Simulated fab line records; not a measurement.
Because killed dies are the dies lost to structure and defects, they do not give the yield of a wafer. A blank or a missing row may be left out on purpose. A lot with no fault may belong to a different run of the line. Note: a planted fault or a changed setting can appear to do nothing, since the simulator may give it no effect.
Which tool was responsible? + flow berkeley cmos170 + 14 lots with 42 wafers sampled at 5 steps, on a route of 331 steps

WHAT THE GAUGES SHOWED, per wafer
UCB170_PWELL_THK_MEAS_03.
| lot  | measured    | on            | PWELL_OXIDE_THK (nm) |
|------|-------------|---------------|----------------------|
| L158 | day 2 17:40 | film metro-01 | 26.0 26.6 26.4       |
| L159 | day 3 07:31 | film metro-01 | 26.2 26.4 26.0       |
| L161 | day 3 09:47 | film metro-01 | 26.6 26.6 26.0       |
| L162 | day 4 00:55 | film metro-02 | 26.7 27.1 26.6       |
| L163 | day 3 20:49 | film metro-01 | 26.1 26.4 26.3       |
| L164 | day 4 00:56 | film metro-01 | 26.7 26.3 26.6       |
| L168 | day 5 00:50 | film metro-01 | 26.2 26.3 25.9       |
| L169 | day 5 00:52 | film metro-02 | 27.0 26.8 26.9       |
| L172 | day 6 02:02 | film metro-01 | 26.4 26.7 26.7       |
| L176 | day 6 13:49 | film metro-04 | 27.7 27.3 27.4       |
| L177 | day 6 21:14 | film metro-01 | 26.6 26.2 26.3       |
| L179 | day 7 06:46 | film metro-02 | 26.1 26.1 26.0       |
| L180 | day 7 06:46 | film metro-01 | 25.9 25.8 26.3       |
| L181 | day 7 15:09 | film metro-04 | 25.9 26.0 25.7       |

UCB170_ACTIVE_THK_MEAS_03.
| lot  | measured    | on            | ACTIVE_OXIDE_THK (nm) |
|------|-------------|---------------|-----------------------|
| L158 | day 3 20:58 | film metro-04 | 26.1 25.9 26.5        |
| L159 | day 4 17:12 | film metro-02 | 26.6 26.7 26.2        |
| L161 | day 4 17:08 | film metro-02 | 26.2 26.2 26.4        |
| L162 | day 5 04:46 | film metro-03 | 26.7 26.6 26.8        |
| L163 | day 5 04:47 | film metro-02 | 26.6 26.6 26.9        |
| L164 | day 5 04:47 | film metro-04 | 26.4 26.8 26.9        |
| L168 | day 6 06:12 | film metro-04 | 26.2 26.3 26.4        |
| L169 | day 6 06:13 | film metro-03 | 26.3 26.3 25.7        |
| L172 | day 7 12:17 | film metro-03 | 26.8 26.7 26.8        |
| L176 | day 7 23:34 | film metro-02 | 25.5 25.7 26.0        |
| L177 | day 8 10:05 | film metro-04 | 26.4 26.3 26.4        |
| L179 | day 8 17:02 | film metro-04 | 26.8 26.7 26.7        |
| L180 | day 8 17:02 | film metro-03 | 26.5 26.0 25.8        |
| L181 | day 9 05:36 | film metro-03 | 27.4 26.6 27.3        |

UCB170_ACTIVE_THK_MEAS_06.
| lot  | measured    | on            | ACTIVE_NITRIDE_THK (nm) |
|------|-------------|---------------|-------------------------|
| L158 | day 4 03:23 | film metro-03 | 221.1 222.2 221.5       |
| L159 | day 5 01:24 | film metro-04 | 220.0 220.9 220.5       |
| L161 | day 5 01:24 | film metro-02 | 220.9 217.9 221.5       |
| L162 | day 5 12:59 | film metro-02 | 216.7 217.8 217.6       |
| L163 | day 5 13:00 | film metro-04 | 219.1 217.6 218.4       |
| L164 | day 5 13:04 | film metro-04 | 218.6 219.7 217.8       |
| L168 | day 6 13:12 | film metro-03 | 220.1 219.3 220.7       |
| L169 | day 6 13:13 | film metro-04 | 220.7 219.8 222.1       |
| L172 | day 7 21:39 | film metro-03 | 219.3 221.5 222.3       |
| L176 | day 8 09:34 | film metro-03 | 219.7 221.2 218.5       |
| L177 | day 8 17:25 | film metro-02 | 219.1 217.6 219.7       |
| L179 | day 9 01:07 | film metro-03 | 217.4 217.9 217.3       |
| L180 | day 9 01:07 | film metro-04 | 219.1 218.1 219.7       |
| L181 | day 9 13:49 | film metro-03 | 218.5 220.3 219.3       |

WHICH TOOL RAN EACH LOT (tool, then ch and the chambers of the sampled wafers, then the start)
| lot  | UCB170_NWELL_ETCH_13              | UCB170_NWELL_STRIP_15               |
|------|-----------------------------------|-------------------------------------|
| L158 | rie diel-01 ch 1,2,3, day 2 07:23 | plasma asher-04 ch 0,1, day 2 07:38 |
| L159 | rie diel-04 ch 1,2,3, day 2 21:32 | plasma asher-04 ch 0,1, day 2 21:47 |
| L161 | rie diel-01 ch 0,2,3, day 3 00:45 | plasma asher-02 ch 0,1, day 3 01:00 |
| L162 | rie diel-02 ch 0,2, day 3 10:42   | plasma asher-01 ch 0,1, day 3 10:58 |
| L163 | rie diel-04 ch 2,3, day 3 10:52   | plasma asher-04 ch 0,1, day 3 11:07 |
| L164 | rie diel-04 ch 0,1,3, day 3 17:21 | plasma asher-04 ch 0,1, day 3 17:38 |
| L168 | rie diel-01 ch 1,2, day 4 13:50   | plasma asher-02 ch 1, day 4 14:05   |
| L169 | rie diel-04 ch 0,2,3, day 4 14:07 | plasma asher-04 ch 0,1, day 4 14:24 |
| L172 | rie diel-04 ch 0,2,3, day 5 14:54 | plasma asher-04 ch 0,1, day 5 15:09 |
| L176 | rie diel-02 ch 0,1,3, day 6 05:49 | plasma asher-02 ch 0, day 6 06:04   |
| L177 | rie diel-04 ch 1,3, day 6 12:02   | plasma asher-02 ch 0,1, day 6 12:17 |
| L179 | rie diel-02 ch 0,2,3, day 6 19:26 | plasma asher-01 ch 0,1, day 6 19:41 |
| L180 | rie diel-01 ch 1,3, day 6 19:58   | plasma asher-01 ch 0,1, day 6 20:13 |
| L181 | rie diel-02 ch 1,2, day 7 04:21   | plasma asher-02 ch 0,1, day 7 04:38 |
- UCB170_NWELL_ETCH_13: etches Si3N4 in CH3F/Ar/O2, stops on SiO2, target depth 246.4 nm, time 154 s.
- UCB170_NWELL_STRIP_15: strips in O2.

WHAT THE TOOLS THEMSELVES READ (means of the sampled wafers that have a number; where no wafer has one, the mark that the record gives instead)
UCB170_NWELL_ETCH_13.
| lot  | tool        | drypump motor current A (A) | oes product au (a.u.) | throttle valve pct (%) |
|------|-------------|-----------------------------|-----------------------|------------------------|
| L158 | rie diel-01 | 5.6                         | 0.954                 | 8.01                   |
| L159 | rie diel-04 | 5.8                         | 0.950                 | 8.12                   |
| L161 | rie diel-01 | 5.6                         | 0.966                 | 8.01                   |
| L162 | rie diel-02 | 6.0                         | 0.935                 | 8.18                   |
| L163 | rie diel-04 | 5.9                         | 0.940                 | 8.07                   |
| L164 | rie diel-04 | 5.7                         | 0.945                 | 8.14                   |
| L168 | rie diel-01 | 5.6                         | 0.955                 | 7.95                   |
| L169 | rie diel-04 | 5.8                         | 0.935                 | 8.10                   |
| L172 | rie diel-04 | 5.9                         | 0.934                 | 8.10                   |
| L176 | rie diel-02 | 5.3                         | 0.930                 | 8.09                   |
| L177 | rie diel-04 | 5.7                         | 0.949                 | 8.17                   |
| L179 | rie diel-02 | 5.6                         | 0.937                 | 8.12                   |
| L180 | rie diel-01 | 5.5                         | 0.952                 | 8.06                   |
| L181 | rie diel-02 | 6.0                         | 0.949                 | 8.18                   |

UCB170_NWELL_STRIP_15.
| lot  | tool            | drypump motor current A (A) | oes product au (a.u.) | strip time to endpoint s (s) |
|------|-----------------|-----------------------------|-----------------------|------------------------------|
| L158 | plasma asher-04 | 6.1                         | 0.719                 | 17.93                        |
| L159 | plasma asher-04 | 5.8                         | 0.722                 | 18.05                        |
| L161 | plasma asher-02 | 6.3                         | 0.722                 | 18.02                        |
| L162 | plasma asher-01 | 5.7                         | 0.723                 | 18.07                        |
| L163 | plasma asher-04 | 5.8                         | 0.721                 | 17.95                        |
| L164 | plasma asher-04 | 5.8                         | 0.722                 | 18.10                        |
| L168 | plasma asher-02 | 6.1                         | 0.720                 | 18.04                        |
| L169 | plasma asher-04 | 5.8                         | 0.722                 | 17.89                        |
| L172 | plasma asher-04 | 6.1                         | 0.719                 | 18.14                        |
| L176 | plasma asher-02 | 6.4                         | 0.722                 | 18.05                        |
| L177 | plasma asher-02 | 6.2                         | 0.719                 | 18.20                        |
| L179 | plasma asher-01 | 5.7                         | 0.723                 | 17.91                        |
| L180 | plasma asher-01 | 6.0                         | 0.717                 | 17.87                        |
| L181 | plasma asher-02 | 6.3                         | 0.721                 | 18.00                        |

THE ANSWER, worked out from the rows above alone
Rule: the lots themselves supply what counts as usual. The widest of any qualifying gaps counts: lots, ordered by their means at a reading, are off when they make up no more than a third of the lots, leave a main group of 4 or more, and stand apart from it by 3 or more times the standard deviation of that group's means. The tables above print the reading to a certain number of digits; a main group whose means all agree to those digits is not used. A lot without any number at a reading at which 4 lots or more have one is off too. All remaining lots with rows at the step are treated as sound. The gauges are gone through in route order, then the tools' own readings, and for those a lot's mean is taken as printed above. The first step at which some lot is off is used, and at that step the reading that is off furthest; a lot without a number counts as furthest.
None of the lots is off at any reading shown; this tells nothing.

WHAT THE SIMULATOR HAD INSERTED
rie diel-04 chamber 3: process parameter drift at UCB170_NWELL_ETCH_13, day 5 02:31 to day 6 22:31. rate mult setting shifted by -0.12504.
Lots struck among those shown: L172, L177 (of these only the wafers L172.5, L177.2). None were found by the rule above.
